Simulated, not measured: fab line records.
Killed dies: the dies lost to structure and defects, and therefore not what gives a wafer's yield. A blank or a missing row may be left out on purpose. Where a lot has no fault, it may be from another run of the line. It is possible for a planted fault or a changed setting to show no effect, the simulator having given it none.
Comparing a struck lot with a sound one / flow berkeley-cmos170 / 19 out of 331 route steps
Sound: the wafers L468.2, L468.3, L468.5. Wafers struck: L478.1, L478.3, L478.4. The cause is named last.
Each step with rows lists, per side, the tool, then ch with its chambers, then its first start. Under that, the readings that differ: sound wafers / struck wafers / difference of the means / sigmas: that difference in standard deviations of wafers without a fault.
alike: same words and numbers on both sides, and readings whose means sit less than 2 such deviations apart. not compared: any withheld reading, any reading some wafer has no value for, any bound like >300 that may hide the same value, and any number with overlapping values for which the record gives no deviation.
Wherever a step has rows on one side only, a row that says differs or no value, or a row with sigmas, the two part there. Non-overlapping numbers with no deviation appear without sigmas and do not part them. A reading that every wafer of one side lacks parts them only if that side has two wafers or more.

UCB170_M1_CD_MEAS_90 targets a cd of 700 nm.
  sound on cd-sem-01, day 8 18:28; struck on cd-sem-01, day 11 10:08
reading=cd-nm (nm); sound=702.8 705.8 707.4; struck=698.0 697.5 697.8; difference=-7.6; sigmas=-3
then, 1 step without rows for these wafers: UCB170_M1_ANNEAL_14 (time 1200 s).
UCB170_V1_CVD_00: deposits SiO2 from TEOS/O2, target thk 2000 nm, time 250 s.
  sound on pecvd-02 ch 0,2, day 8 19:54; struck on pecvd-01 ch 0,2, day 11 11:35
  alike: heater-power-w
UCB170_V1_THK_MEAS_01:
  sound on film-metro-04, day 8 20:04; struck on film-metro-02, day 11 11:50
  alike: V1_TEOS_THK
UCB170_V1_CMP_02: polishes SiO2.
  sound on cmp-01 ch 0,2,3, day 8 20:07; struck on cmp-02 ch 0,1,3, day 11 11:53
  alike: edge-zone-pressure-frac, motor-current-A, platen-rpm
UCB170_V1_BOW_MEAS_03:
  sound on film-metro-02, day 8 20:26; struck on film-metro-04, day 11 12:11
  alike: V1_BOW
UCB170_V1_THK_MEAS_04:
  sound on film-metro-02, day 8 20:33; struck on film-metro-04, day 11 12:19
  alike: V1_POLISHED_THK
then, 5 steps without rows for these wafers: UCB170_V1_CLEAN_05 (cleans in DIW); UCB170_V1_HMDS_06 (prime time 60 s); UCB170_V1_COAT_07 (resist thk 900 nm); UCB170_V1_SOFTBAKE_08 (time 60 s); UCB170_V1_EXPOSE_09 (exposes mask VIA1, target cd 700 nm).
UCB170_V1_PEB_10:
  sound on litho-track-04 ch 0, day 8 21:43; struck on litho-track-04 ch 0, day 11 15:22
reading=heater-power-total-W (W); sound=56.88 56.79 56.79; struck=57.16 57.19 57.20; difference=+0.36; sigmas=+7
reading=plate-temp-C (C); sound=129.92 129.63 129.73; struck=130.87 130.76 130.72; difference=+1.02; sigmas=+7
  alike: resist-line-temp-C
then, 1 step without rows for these wafers: UCB170_V1_DEVELOP_11 (develop time 45 s).
UCB170_V1_CD_MEAS_12 targets a cd of 700 nm.
  sound on cd-sem-02, day 8 21:59; struck on cd-sem-01, day 11 15:39
reading=cd-nm (nm); sound=700.4 700.7 699.5; struck=704.2 704.7 704.5; difference=+4.3; sigmas=+3
UCB170_V1_OVL_MEAS_13:
  sound on overlay-02, day 8 22:05; struck on overlay-01, day 11 15:46
  alike: V1_OVL
UCB170_V1_ETCH_14: etches SiO2 in CHF3/CF4/Ar, stops on Al, target depth 1250 nm, time 291 s.
  sound on rie-diel-02 ch 0,1,2, day 8 22:07; struck on rie-diel-03 ch 0,1,2, day 11 15:48
reading=model.V1.cd-nm (nm); sound=699.1 700.7 700.5; struck=704.9 705.5 704.7; difference=+4.9; sigmas=
  alike: CHF3_flow_sccm, drypump-motor-current-A, oes-product-au, throttle-valve-pct
  not compared: rf-hours-counter-h
UCB170_V1_STRIP_15: strips in O2.
  sound on plasma-asher-01 ch 1, day 8 22:18; struck on plasma-asher-03 ch 0,1, day 11 15:59
  alike: drypump-motor-current-A, oes-product-au, strip-time-to-endpoint-s
  not compared: rf-hours-counter-h
UCB170_M3_PROBE_99:
  rows exist in the record for the struck wafers here (prober-01, day 12 03:58), but not for the sound ones

## WHERE THEY PART
Earliest at UCB170_M1_CD_MEAS_90; latest, in this record, at UCB170_M3_PROBE_99.

WHY: the cause the simulator had injected
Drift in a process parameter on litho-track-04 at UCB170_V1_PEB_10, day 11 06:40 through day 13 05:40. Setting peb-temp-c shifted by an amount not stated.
